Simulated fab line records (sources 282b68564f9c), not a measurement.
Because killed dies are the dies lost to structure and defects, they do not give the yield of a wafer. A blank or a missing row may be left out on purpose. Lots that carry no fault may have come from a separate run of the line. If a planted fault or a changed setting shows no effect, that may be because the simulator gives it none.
Split-lot trial :: flow rit-cmos :: on a route of 202 steps: 5 lots, 23 wafers read

## THE SPLIT
At RIT_NLDD_SOFTBAKE_02 (time 60 s), the setting temp-c was moved away from the recipe's 90 C on 10 of the 23 wafers read, by -2.1% to +3.9%. All remaining wafers had this setting at the recipe value.

## FROM THE SPLIT TO THE READING: what the file shows between them, 2 steps
- RIT_NLDD_EXPOSE_03: exposes mask M7, target cd 40700 nm
- RIT_NLDD_PEB_04

## THE READING
NOVOLAK_of_NLDD_COAT_01.thk-nm (the simulator's own value, which no gauge read), in nm, at RIT_NLDD_DEVELOP_05 (develop time 50 s). The file does not state a usual value for it. Across the 13 wafers here that went through the recipe, the average is 999.8 nm and the standard deviation 2.2 nm.

wafer: L076.1
tool, chamber at the split: litho-track-01, 0
temp-c as run, C: 92.89
against the recipe: +3.2%
NOVOLAK_of_NLDD_COAT_01.thk-nm, nm: 992
against lot-mates on the recipe: -7.0

wafer: L076.2
tool, chamber at the split: litho-track-01, 0
temp-c as run, C: 90
against the recipe: recipe
NOVOLAK_of_NLDD_COAT_01.thk-nm, nm: 996.9
against lot-mates on the recipe: -

wafer: L076.3
tool, chamber at the split: litho-track-01, 0
temp-c as run, C: 92.89
against the recipe: +3.2%
NOVOLAK_of_NLDD_COAT_01.thk-nm, nm: 994.1
against lot-mates on the recipe: -4.9

wafer: L076.5
tool, chamber at the split: litho-track-01, 0
temp-c as run, C: 92.89
against the recipe: +3.2%
NOVOLAK_of_NLDD_COAT_01.thk-nm, nm: 991.7
against lot-mates on the recipe: -7.2

wafer: L076.6
tool, chamber at the split: litho-track-01, 0
temp-c as run, C: 90
against the recipe: recipe
NOVOLAK_of_NLDD_COAT_01.thk-nm, nm: 1001
against lot-mates on the recipe: -

wafer: L079.1
tool, chamber at the split: litho-track-02, 0
temp-c as run, C: 93.55
against the recipe: +3.9%
NOVOLAK_of_NLDD_COAT_01.thk-nm, nm: 988.7
against lot-mates on the recipe: -10.1

wafer: L079.2
tool, chamber at the split: litho-track-02, 0
temp-c as run, C: 93.55
against the recipe: +3.9%
NOVOLAK_of_NLDD_COAT_01.thk-nm, nm: 989.3
against lot-mates on the recipe: -9.5

wafer: L079.3
tool, chamber at the split: litho-track-02, 0
temp-c as run, C: 90
against the recipe: recipe
NOVOLAK_of_NLDD_COAT_01.thk-nm, nm: 999.6
against lot-mates on the recipe: -

wafer: L079.4
tool, chamber at the split: litho-track-02, 0
temp-c as run, C: 93.55
against the recipe: +3.9%
NOVOLAK_of_NLDD_COAT_01.thk-nm, nm: 992
against lot-mates on the recipe: -6.8

wafer: L079.6
tool, chamber at the split: litho-track-02, 0
temp-c as run, C: 90
against the recipe: recipe
NOVOLAK_of_NLDD_COAT_01.thk-nm, nm: 998
against lot-mates on the recipe: -

wafer: L082.1
tool, chamber at the split: litho-track-02, 0
temp-c as run, C: 90
against the recipe: recipe
NOVOLAK_of_NLDD_COAT_01.thk-nm, nm: 1003
against lot-mates on the recipe: -

wafer: L082.2
tool, chamber at the split: litho-track-02, 0
temp-c as run, C: 90
against the recipe: recipe
NOVOLAK_of_NLDD_COAT_01.thk-nm, nm: 1001
against lot-mates on the recipe: -

wafer: L082.3
tool, chamber at the split: litho-track-02, 0
temp-c as run, C: 90
against the recipe: recipe
NOVOLAK_of_NLDD_COAT_01.thk-nm, nm: 1000
against lot-mates on the recipe: -

wafer: L082.4
tool, chamber at the split: litho-track-02, 0
temp-c as run, C: 92.69
against the recipe: +3.0%
NOVOLAK_of_NLDD_COAT_01.thk-nm, nm: 991.5
against lot-mates on the recipe: -9.8

wafer: L082.6
tool, chamber at the split: litho-track-02, 0
temp-c as run, C: 92.69
against the recipe: +3.0%
NOVOLAK_of_NLDD_COAT_01.thk-nm, nm: 992
against lot-mates on the recipe: -9.3

wafer: L084.1
tool, chamber at the split: litho-track-02, 0
temp-c as run, C: 88.08
against the recipe: -2.1%
NOVOLAK_of_NLDD_COAT_01.thk-nm, nm: 1008
against lot-mates on the recipe: +6.0

wafer: L084.3
tool, chamber at the split: litho-track-02, 0
temp-c as run, C: 88.08
against the recipe: -2.1%
NOVOLAK_of_NLDD_COAT_01.thk-nm, nm: 1007
against lot-mates on the recipe: +5.0

wafer: L084.4
tool, chamber at the split: litho-track-02, 0
temp-c as run, C: 90
against the recipe: recipe
NOVOLAK_of_NLDD_COAT_01.thk-nm, nm: 1002
against lot-mates on the recipe: -

wafer: L084.5
tool, chamber at the split: litho-track-02, 0
temp-c as run, C: 90
against the recipe: recipe
NOVOLAK_of_NLDD_COAT_01.thk-nm, nm: 1003
against lot-mates on the recipe: -

wafer: L084.6
tool, chamber at the split: litho-track-02, 0
temp-c as run, C: 90
against the recipe: recipe
NOVOLAK_of_NLDD_COAT_01.thk-nm, nm: 1001
against lot-mates on the recipe: -

wafer: L085.1
tool, chamber at the split: litho-track-02, 0
temp-c as run, C: 90
against the recipe: recipe
NOVOLAK_of_NLDD_COAT_01.thk-nm, nm: 996.9
against lot-mates on the recipe: -

wafer: L085.5
tool, chamber at the split: litho-track-02, 0
temp-c as run, C: 90
against the recipe: recipe
NOVOLAK_of_NLDD_COAT_01.thk-nm, nm: 996.4
against lot-mates on the recipe: -

wafer: L085.6
tool, chamber at the split: litho-track-02, 0
temp-c as run, C: 90
against the recipe: recipe
NOVOLAK_of_NLDD_COAT_01.thk-nm, nm: 998.6
against lot-mates on the recipe: -

FIT RESULTS
A straight line over all 23 wafers: NOVOLAK_of_NLDD_COAT_01.thk-nm changes by -2.64 nm for each +1% of temp-c; r = -0.93; the points scatter about the line by 2 nm.
The same after taking each lot's own level away (the mean of its wafers on the recipe; 23 wafers): -2.36 nm for each +1%; r = -0.95; scatter 1.5 nm.
That fit puts the effect of the largest move of temp-c on the reading at 9.3 nm.
Across the lots, their own levels run from 997.30 to 1002.00 nm, a range of 2.1 times the standard deviation given above.
Thus the slope moves with the lot-to-lot level: the two fits are different.
Check: -9.13 nm against its lot-mates is what the line predicts for one of the wafers moved furthest among these (+3.9%) when that wafer is left out of the fit. Against them it came out at -10.1 nm.

## THESE WAFERS: OTHER SPLITS
Before the reading, these wafers also passed through other splits. Each is held against what the fit with the lots' levels taken away leaves over:
other split on the same wafers: RIT_ACTIVE_COAT_06 spin-rpm
wafers away from the commonest value: 11
r with NOVOLAK_of_NLDD_COAT_01.thk-nm (lot level and that fit taken away): -0.34

other split on the same wafers: RIT_ACTIVE_SOFTBAKE_07 time-s
wafers away from the commonest value: 9
r with NOVOLAK_of_NLDD_COAT_01.thk-nm (lot level and that fit taken away): +0.28

other split on the same wafers: RIT_FOX1_OXIDATION_00 temp-c
wafers away from the commonest value: 10
r with NOVOLAK_of_NLDD_COAT_01.thk-nm (lot level and that fit taken away): +0.29

other split on the same wafers: RIT_PWELL_IMPLANT_08 energy-kev
wafers away from the commonest value: 8
r with NOVOLAK_of_NLDD_COAT_01.thk-nm (lot level and that fit taken away): -0.13

other split on the same wafers: RIT_NRETRO_COAT_01 resist-thk-nm
wafers away from the commonest value: 6
r with NOVOLAK_of_NLDD_COAT_01.thk-nm (lot level and that fit taken away): -0.04

other split on the same wafers: RIT_PRETRO_COAT_01 spin-rpm
wafers away from the commonest value: 7
r with NOVOLAK_of_NLDD_COAT_01.thk-nm (lot level and that fit taken away): +0.29

## FILE'S OWN FIT
NOVOLAK_of_NLDD_COAT_01.thk-nm changes by -2.45 nm for each +1% of temp-c, r = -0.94.
